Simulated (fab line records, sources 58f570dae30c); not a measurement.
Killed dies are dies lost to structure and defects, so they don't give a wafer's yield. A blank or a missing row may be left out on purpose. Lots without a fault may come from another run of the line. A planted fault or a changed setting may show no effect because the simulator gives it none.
Which tool did it? | flow berkeley_cmos170 | 14 lots, 42 wafers sampled, at 6 steps of a route of 331

WHAT THE GAUGES READ, wafer by wafer
UCB170_START_BOW_MEAS_00. Usual: INCOMING_BOW 0 um, standard deviation 6.8.
lot  | measured    | on            | INCOMING_BOW (um) | flag
L583 | day 1 10:00 | film_metro-01 | -3 6 -11          |
L585 | day 1 20:01 | film_metro-03 | 3 -5 -3           |
L586 | day 2 01:02 | film_metro-04 | -4 -3 2           |
L589 | day 2 16:02 | film_metro-03 | -1 -2 -1          |
L590 | day 2 21:00 | film_metro-01 | 6 10 -11          |
L591 | day 3 02:01 | film_metro-01 | 0 7 5             |
L592 | day 3 07:02 | film_metro-03 | -2 -10 -8         |
L598 | day 4 13:02 | film_metro-04 | -1 2 2            |
L600 | day 4 23:00 | film_metro-04 | 2 3 -1            |
L601 | day 5 04:00 | film_metro-01 | -5 0 -1           |
L602 | day 5 09:02 | film_metro-01 | -7 1 3            |
L604 | day 5 19:02 | film_metro-04 | -3 -3 4           |
L605 | day 6 00:02 | film_metro-03 | 5 3 -3            |
L606 | day 6 05:01 | film_metro-01 | -2 14 1           |

UCB170_PLDD_TW_MEAS_11. Usual: PLDD_TW 1019, standard deviation 7.9.
lot  | measured     | on            | PLDD_TW        | flag
L583 | day 6 23:32  | film_metro-01 | 1024 1024 1029 |
L585 | day 7 15:43  | film_metro-01 | 1029 1023 1027 |
L586 | day 7 14:54  | film_metro-01 | 1025 1026 1028 |
L589 | day 8 15:04  | film_metro-03 | 1023 1023 1024 |
L590 | day 8 14:34  | film_metro-04 | 1011 1021 1019 |
L591 | day 8 14:40  | film_metro-03 | 1026 1026 1029 |
L592 | day 8 14:53  | film_metro-04 | 1016 1013 1018 |
L598 | day 9 22:14  | film_metro-04 | 979 978 974    | OFF
L600 | day 10 09:42 | film_metro-03 | 995 994 989    | OFF
L601 | day 10 16:59 | film_metro-04 | 1012 1012 1008 |
L602 | day 11 08:59 | film_metro-04 | 1009 1007 1007 |
L604 | day 11 18:20 | film_metro-01 | 1016 1019 1016 |
L605 | day 11 18:00 | film_metro-04 | 1004 1008 1004 |
L606 | day 11 17:18 | film_metro-03 | 1023 1027 1026 |

UCB170_SDANNEAL_RS_MEAS_04: measures by four-point-probe. Usual: PLDD_RS 1032.6 ohm/sq, standard deviation 2.5.
lot  | measured     | on            | PLDD_RS (ohm/sq)     | flag
L583 | day 7 11:25  | film_metro-01 | 1029.1 1032.5 1030.3 |
L585 | day 8 09:22  | film_metro-03 | 1032.0 1033.3 1033.3 |
L586 | day 8 08:45  | film_metro-01 | 1028.8 1028.5 1029.8 |
L589 | day 9 09:34  | film_metro-04 | 1033.6 1033.4 1033.8 |
L590 | day 9 08:38  | film_metro-03 | 1032.2 1036.7 1034.1 |
L591 | day 9 08:47  | film_metro-04 | 1030.3 1028.7 1032.1 |
L592 | day 9 09:10  | film_metro-01 | 1036.4 1034.3 1032.4 |
L598 | day 10 13:58 | film_metro-03 | 1122.2 1125.5 1122.9 | OFF
L600 | day 11 02:20 | film_metro-04 | 1121.5 1122.5 1124.0 | OFF
L601 | day 11 07:15 | film_metro-01 | 1034.6 1031.5 1036.2 |
L602 | day 11 22:01 | film_metro-03 | 1034.5 1033.3 1034.1 |
L604 | day 12 07:43 | film_metro-03 | 1035.7 1034.9 1035.5 |
L605 | day 12 08:05 | film_metro-01 | 1032.9 1033.0 1035.1 |
L606 | day 12 07:30 | film_metro-04 | 1030.6 1031.3 1031.0 |

UCB170_M1_CD_MEAS_90: target cd 700 nm. Usual: cd_nm 700.0 nm, standard deviation 2.4.
lot  | measured     | on        | cd_nm (nm)        | flag
L583 | day 7 19:25  | cd_sem-01 | 699.7 702.2 702.3 |
L585 | day 8 17:49  | cd_sem-01 | 696.2 696.9 694.8 |
L586 | day 8 16:40  | cd_sem-01 | 699.7 699.1 701.6 |
L589 | day 9 17:55  | cd_sem-01 | 698.8 702.7 698.7 |
L590 | day 9 16:09  | cd_sem-02 | 698.0 703.8 699.3 |
L591 | day 9 16:14  | cd_sem-01 | 697.0 697.3 695.9 |
L592 | day 9 17:16  | cd_sem-01 | 700.3 698.9 703.0 |
L598 | day 10 20:56 | cd_sem-02 | 701.1 701.2 700.1 |
L600 | day 11 10:02 | cd_sem-02 | 701.1 696.6 697.8 |
L601 | day 11 14:31 | cd_sem-02 | 698.9 703.8 700.5 |
L602 | day 12 05:43 | cd_sem-01 | 703.2 697.5 703.9 |
L604 | day 12 16:51 | cd_sem-01 | 699.2 698.4 699.5 |
L605 | day 12 16:31 | cd_sem-01 | 703.3 699.2 697.7 |
L606 | day 12 16:11 | cd_sem-02 | 702.0 701.2 699.7 |

UCB170_M3_CD_MEAS_15: target cd 700 nm. Usual: cd_nm 700.2 nm, standard deviation 1.4.
lot  | measured     | on        | cd_nm (nm)        | flag
L583 | day 8 12:44  | cd_sem-01 | 700.1 699.0 700.6 |
L585 | day 9 11:42  | cd_sem-02 | 702.5 701.3 700.7 |
L586 | day 9 10:49  | cd_sem-02 | 699.0 699.4 699.3 |
L589 | day 10 07:26 | cd_sem-01 | 700.4 699.3 698.9 |
L590 | day 10 04:14 | cd_sem-01 | 700.7 701.2 700.9 |
L591 | day 10 06:27 | cd_sem-02 | 700.0 700.3 701.0 |
L592 | day 10 07:17 | cd_sem-01 | 700.5 700.8 701.6 |
L598 | day 11 08:43 | cd_sem-01 | 700.6 700.4 701.2 |
L600 | day 12 00:28 | cd_sem-01 | 700.9 700.8 699.6 |
L601 | day 12 02:01 | cd_sem-01 | 701.3 702.4 701.0 |
L602 | day 12 19:22 | cd_sem-02 | 697.9 698.6 698.2 |
L604 | day 13 07:23 | cd_sem-02 | 701.0 699.0 700.1 |
L605 | day 13 06:13 | cd_sem-02 | 696.8 696.8 697.5 |
L606 | day 13 04:40 | cd_sem-01 | 703.1 701.8 703.6 |

WHICH TOOL RAN EACH LOT (tool, then ch and the chambers of the sampled wafers, then the start)
lot  | UCB170_PLDD_IMPLANT_08
L583 | implanter-04 ch 0, day 6 23:08
L585 | implanter-01 ch 0, day 7 15:20
L586 | implanter-01 ch 0, day 7 14:32
L589 | implanter-04 ch 0, day 8 14:42
L590 | implanter-01 ch 0, day 8 14:10
L591 | implanter-04 ch 0, day 8 14:17
L592 | implanter-01 ch 0, day 8 14:31
L598 | implanter-01 ch 0, day 9 21:52
L600 | implanter-01 ch 0, day 10 09:18
L601 | implanter-04 ch 0, day 10 16:35
L602 | implanter-03 ch 0, day 11 08:37
L604 | implanter-03 ch 0, day 11 17:55
L605 | implanter-04 ch 0, day 11 17:38
L606 | implanter-03 ch 0, day 11 16:55
- UCB170_PLDD_IMPLANT_08

WHAT THE TOOLS THEMSELVES READ (means of the sampled wafers that have a number; where no wafer has one, the mark that the record gives instead)
UCB170_PLDD_IMPLANT_08. Usual: beam_on_s 10.02 s, standard deviation 0.19; end_station_pressure_torr 5.11e-06 Torr, standard deviation 2.9e-07; faraday_current_uA 158, standard deviation 3.1.
lot  | tool         | beam_on_s (s) | end_station_pressure_torr (Torr) | faraday_current_uA | flag
L583 | implanter-04 | 10.13         | 4.99e-06                         | 157                |
L585 | implanter-01 | 10.11         | 5.09e-06                         | 157                |
L586 | implanter-01 | 9.70          | 5.16e-06                         | 164                |
L589 | implanter-04 | 9.97          | 4.97e-06                         | 159                |
L590 | implanter-01 | 10.01         | 5.28e-06                         | 158                |
L591 | implanter-04 | 9.76          | 4.89e-06                         | 162                |
L592 | implanter-01 | 9.95          | 5.00e-06                         | 159                |
L598 | implanter-01 | 8.03          | 4.86e-06                         | 197                | OFF
L600 | implanter-01 | 7.97          | 5.20e-06                         | 198                | OFF
L601 | implanter-04 | 10.15         | 5.32e-06                         | 156                |
L602 | implanter-03 | 9.91          | 5.15e-06                         | 160                |
L604 | implanter-03 | 9.99          | 5.17e-06                         | 159                |
L605 | implanter-04 | 9.96          | 5.35e-06                         | 160                |
L606 | implanter-03 | 10.20         | 5.16e-06                         | 155                |

THE ANSWER, worked out from the rows above alone
Rule: a lot is off if the mean of its wafers that have a number lies more than 3 standard deviations from the usual mean. A lot without any number at a reading at which 4 lots or more have one is off too. The other lots that the step has rows for count as sound. The gauges are gone through in route order, then the tools' own readings, and for those a lot's mean is taken as printed above. The first step at which some lot is off is used, and at that step the reading that is off furthest; a lot without a number counts as furthest.
Off: L598, L600, at UCB170_PLDD_TW_MEAS_11 (PLDD_TW).
A tool fits if, at a process step before that reading, it ran every lot that is off, and no sound lot after the first of them. The gauges at UCB170_PLDD_TW_MEAS_11 aren't tried: what is off there is off at UCB170_PLDD_IMPLANT_08 too, on other tools, and a gauge's error can't cause that. One fits: implanter-01 at UCB170_PLDD_IMPLANT_08. Its last sound lot is L592 (day 8 14:31), its first lot that is off L598 (day 9 21:52): a fault that began between those two fits.
The tool's own readings at UCB170_PLDD_IMPLANT_08 bear it out: on the lots that are off they differ by more than 5 times the standard deviation of the sound lots' means. beam_on_s reads 8.00 s there against 9.99 s on the sound lots; faraday_current_uA reads 198 there against 159 on the sound lots.

WHAT THE SIMULATOR HAD PUT IN
Process parameter drift: implanter-01, from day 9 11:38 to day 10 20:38, at UCB170_PLDD_IMPLANT_08. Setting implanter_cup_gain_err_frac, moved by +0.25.
Lots struck among those shown: L598, L600. The rule above found the same.
